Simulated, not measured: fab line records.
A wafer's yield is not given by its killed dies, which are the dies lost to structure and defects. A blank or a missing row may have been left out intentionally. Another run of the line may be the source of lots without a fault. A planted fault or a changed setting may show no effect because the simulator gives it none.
8D (eight disciplines) problem report, filled in by code -- flow berkeley_cmos170 -- the parts of the form that need people (team, actions taken, sign-off) are left out

## 1. WHAT IS WRONG
Wafers without a fault read 21.62 s, standard deviation 0.052; strip_time_to_endpoint_s at UCB170_PLDD_STRIP_10 reads a mean of 20.31 s on 6 wafers belonging to 2 lots. Relative to the usual mean, that is a shift of -25 standard deviations.
The step: strips in O2.
First seen on wafer L703.1, day 11 02:50, on plasma_asher-02. The record holds 42 wafers of 14 lots with a number at this step. Rule for "out", or "out of limits": more than 4 standard deviations from the usual mean. The other wafers with a number count as sound.

## 2. WHAT IT IS AND WHAT IT IS NOT
question,is,is not
which readings at this step,strip_time_to_endpoint_s,"drypump_motor_current_A, oes_product_au"
which lots,"L703, L704","L684, L688, L690, L691, L693, L694, L695, L698, L699, L700, L701, L705"
which wafers of those lots,all that have a number,-
read on which tools,"plasma_asher-01, plasma_asher-02",plasma_asher-04
when,from day 11 02:50,"up to then (30 sound wafers); but 6 sound wafers of L701, L705 came after"

## 3. SUSPECTS, AND WHAT RULES EACH OUT
Counting: any tool at a process step up to the reading is kept as a suspect provided that every lot that is out went through it and no sound lot did after the first of them.
- litho_track-03 at UCB170_PLDD_COAT_01 (resist thk 900 nm): kept. It ran every lot that is out, first L703 (day 11 01:41), and no sound lot after that; its last sound lot up to then is L695 (day 9 06:07).
Left after counting: litho_track-03 at UCB170_PLDD_COAT_01.

## 4. THE CAUSE (what the simulator had put in)
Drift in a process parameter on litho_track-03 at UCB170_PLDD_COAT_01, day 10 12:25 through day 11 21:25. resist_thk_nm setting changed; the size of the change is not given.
This tool alone remained once counting was done.

## 5. SEQUENCE OF EFFECTS, ordered by route
Each row: a reading whose mean over the struck wafers that have a number lies more than 3 standard deviations from the usual. Scope: only readings with a usual standard deviation given in the record; hours: median across lots of the time from each lot's start at the first step in this table that gives one to its start at this step; sigmas: change in usual standard deviations.
hours,step,reading,usual,on struck wafers,change,sigmas
0,UCB170_PLDD_STRIP_10,strip_time_to_endpoint_s,21.62 s,20.31,-1.31,-25
It contains these process steps:
- UCB170_PLDD_STRIP_10: strips in O2.

## 6. HOW IT WOULD HAVE BEEN CAUGHT EARLIER
First out-of-limits reading in this record: day 11 02:50, which is 14 hours after fault onset at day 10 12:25.
Each of the lots that are out, 2 in all, had begun UCB170_PLDD_COAT_01 on litho_track-03 no later than day 11 02:50. None of them would have been spared by holding the tool at that moment.
